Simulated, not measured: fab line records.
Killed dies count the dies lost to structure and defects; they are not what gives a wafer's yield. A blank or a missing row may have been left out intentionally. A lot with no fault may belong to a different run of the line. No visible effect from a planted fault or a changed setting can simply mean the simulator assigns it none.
The tool behind it: which one? / flow rit-cmos / 6 lots with 18 wafers sampled at 2 steps, on a route of 202 steps

## WHAT EACH GAUGE READ, for each wafer
RIT_NLDD_OVL_MEAS_06.
lot=L960; measured=day 3 04:19; on=overlay-01; NLDD_OVL (nm)=-1.3 -3.7 0.6
lot=L965; measured=day 4 07:04; on=overlay-02; NLDD_OVL (nm)=-0.7 -0.2 0.2
lot=L968; measured=day 4 21:47; on=overlay-02; NLDD_OVL (nm)=-2.4 -2.5 -2.0
lot=L970; measured=day 5 01:41; on=overlay-02; NLDD_OVL (nm)=-0.9 1.9 -0.3
lot=L980; measured=day 7 20:53; on=overlay-02; NLDD_OVL (nm)=0.2 -1.2 3.0
lot=L981; measured=day 8 04:45; on=overlay-02; NLDD_OVL (nm)=0.0 -1.3 -0.3

## TOOL THAT RAN EACH LOT (tool first, then ch and the chambers of the sampled wafers, then the start)
lot=L960; RIT_NLDD_EXPOSE_03=iline-stepper-01 ch 0, day 3 03:55
lot=L965; RIT_NLDD_EXPOSE_03=iline-stepper-01 ch 0, day 4 06:41
lot=L968; RIT_NLDD_EXPOSE_03=iline-stepper-02 ch 0, day 4 21:23
lot=L970; RIT_NLDD_EXPOSE_03=iline-stepper-01 ch 0, day 5 01:18
lot=L980; RIT_NLDD_EXPOSE_03=iline-stepper-02 ch 0, day 7 20:31
lot=L981; RIT_NLDD_EXPOSE_03=iline-stepper-02 ch 0, day 8 04:22
- RIT_NLDD_EXPOSE_03: exposes mask M7, target cd 40700 nm.

## THE ANSWER, worked out from the rows above alone
Rule: usual is defined by the lots themselves. Put in order of their means at a reading, lots are off if they are a third of the lots or fewer, leave a main group of 4 or more, and stand apart from it by a gap of 3 or more times the standard deviation of the main group's means; of several such gaps the widest counts. A main group whose means are all the same, to the digits that the tables above print for the reading, isn't used. A lot without any number at a reading at which 4 lots or more have one is off too. The other lots that the step has rows for count as sound.
None of the lots is off at any reading shown; this tells nothing.

## WHAT THE SIMULATOR HAD INSERTED
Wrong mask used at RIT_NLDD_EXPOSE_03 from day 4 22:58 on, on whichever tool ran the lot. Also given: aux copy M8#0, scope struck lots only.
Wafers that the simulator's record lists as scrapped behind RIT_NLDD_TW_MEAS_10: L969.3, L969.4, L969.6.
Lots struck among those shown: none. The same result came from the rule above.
